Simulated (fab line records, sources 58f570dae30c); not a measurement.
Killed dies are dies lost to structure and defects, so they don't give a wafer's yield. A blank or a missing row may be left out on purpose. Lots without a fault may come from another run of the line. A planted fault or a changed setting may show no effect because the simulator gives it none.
Which tool did it? | flow berkeley_cmos170 | 7 lots, 21 wafers sampled, at 3 steps of a route of 331

WHAT THE GAUGES READ, wafer by wafer
UCB170_V2_THK_MEAS_01.
lot  | measured     | on            | V2_TEOS_THK (nm)
L492 | day 8 22:13  | film_metro-04 | 1978 2049 2024
L493 | day 9 10:53  | film_metro-04 | 2017 2011 2026
L496 | day 10 01:43 | film_metro-02 | 1957 2071 2005
L498 | day 10 13:17 | film_metro-04 | 2008 2001 2010
L501 | day 11 04:27 | film_metro-02 | 1962 2024 2018
L508 | day 12 10:25 | film_metro-04 | 2032 2037 2014
L513 | day 13 02:44 | film_metro-02 | 2008 2057 2012

WHICH TOOL RAN EACH LOT (tool, then ch and the chambers of the sampled wafers, then the start)
lot  | UCB170_NWELL_STRIP_15               | UCB170_CONTACT_RTA_08
L492 | plasma_asher-04 ch 1, day 2 17:01   | rtp_anneal-02 ch 0, day 8 10:18
L493 | plasma_asher-02 ch 0, day 3 00:04   | rtp_anneal-02 ch 0, day 8 23:02
L496 | plasma_asher-02 ch 0,1, day 3 21:30 | rtp_anneal-01 ch 0, day 9 12:47
L498 | plasma_asher-04 ch 0,1, day 4 02:50 | rtp_anneal-01 ch 0, day 10 01:13
L501 | plasma_asher-04 ch 0,1, day 4 23:07 | rtp_anneal-01 ch 0, day 10 16:07
L508 | plasma_asher-01 ch 0,1, day 6 08:08 | rtp_anneal-02 ch 0, day 11 20:14
L513 | plasma_asher-04 ch 0,1, day 7 09:43 | rtp_anneal-01 ch 0, day 12 14:27
- UCB170_NWELL_STRIP_15: strips in O2.
- UCB170_CONTACT_RTA_08: time 10 s.

THE ANSWER, worked out from the rows above alone
Rule: what is usual is taken from the lots themselves. Put in order of their means at a reading, lots are off if they are a third of the lots or fewer, leave a main group of 4 or more, and stand apart from it by a gap of 3 or more times the standard deviation of the main group's means; of several such gaps the widest counts. A main group whose means are all the same, to the digits that the tables above print for the reading, isn't used. A lot without any number at a reading at which 4 lots or more have one is off too. The other lots that the step has rows for count as sound.
No lot is off at any reading shown: from this, nothing can be told.

WHAT THE SIMULATOR HAD PUT IN
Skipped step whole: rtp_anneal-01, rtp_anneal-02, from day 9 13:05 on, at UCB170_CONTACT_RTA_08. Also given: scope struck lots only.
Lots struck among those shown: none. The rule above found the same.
